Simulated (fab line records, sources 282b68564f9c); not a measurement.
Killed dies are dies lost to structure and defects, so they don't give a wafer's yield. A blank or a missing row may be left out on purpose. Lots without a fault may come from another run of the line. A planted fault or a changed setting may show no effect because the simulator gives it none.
One fault seen from 2 desks | flow rit_cmos | each desk has only its own numbers; what lay behind them comes last

THE METROLOGY DESK
What the gauges read, lot by lot, whatever tool the lot ran on: means of the sampled wafers that have a number. A lot is out of limits, marked OUT, if its mean lies more than 4 standard deviations from the usual mean; the brackets give that distance.
Columns: A = PLDD_RS at RIT_SDANNEAL_RS_MEAS_06, usual 180.0 ohm/sq; B = cd_nm at RIT_CONTACT_CD_MEAS_08, usual 1000.1 nm; C = cd_nm at RIT_M1_CD_MEAS_09, usual 2599.4 nm
lot  | first seen here | A     | B      | C
L616 | day 3 07:05     | 180.1 | 1002.6 | 2600.4
L617 | day 3 09:59     | 180.0 | 1003.2 | 2598.1
L618 | day 3 13:29     | 179.6 | 999.9  | 2603.1
L620 | day 3 23:36     | 180.3 | 1001.2 | 2599.1
L621 | day 4 05:47     | 180.4 | 999.1  | 2599.9
L622 | day 4 15:22     | 179.3 | 1001.1 | 2597.7
L623 | day 4 19:10     | 181.0 | 999.8  | 2602.5
L625 | day 5 03:36     | 179.7 | 997.7  | 2599.8
L626 | day 5 09:42     | 179.9 | 1001.3 | 2598.0
L629 | day 6 01:52     | 179.5 | 997.3  | -
L630 | day 6 06:47     | 180.4 | 1000.9 | -
L631 | day 6 07:19     | 180.2 | 998.0  | 2603.9
L639 | day 8 01:25     | 179.8 | 997.6  | 2595.9
L638 | day 8 01:39     | 180.0 | 1000.8 | 2600.8
This desk's finding: nothing out of limits on any of the 14 lots.

THE TOOL OWNER'S DESK: litho_track-02
The tool's own readings at RIT_M1_COAT_04 (resist thk 1300 nm): means of the sampled wafers that have a number, for each lot that ran on this tool. A lot is out of limits, marked OUT, if its mean lies more than 4 standard deviations from the usual mean; the brackets give that distance.
Columns: A = chill_plate_temp_C at RIT_M1_COAT_04, usual 23.00 C; B = dispense_pressure_kPa at RIT_M1_COAT_04, usual 47.6 kPa; C = spin_speed_rpm at RIT_M1_COAT_04, usual 1999.9 rpm
lot  | first seen here | A     | B    | C
L616 | day 3 10:45     | 23.05 | 44.5 | 1998.5
L617 | day 3 13:49     | 22.99 | 44.5 | 1997.9
L620 | day 4 03:25     | 23.01 | 44.5 | 1999.6
L623 | day 4 22:53     | 23.08 | 44.5 | 1999.4
L631 | day 6 11:04     | 22.97 | 44.5 | 1998.4
This desk's finding: nothing out of limits on any of the 5 lots.

PUT TOGETHER
The metrology desk saw nothing out of limits.
The tool owner's desk saw nothing out of limits.

WHAT THE SIMULATOR HAD PUT IN
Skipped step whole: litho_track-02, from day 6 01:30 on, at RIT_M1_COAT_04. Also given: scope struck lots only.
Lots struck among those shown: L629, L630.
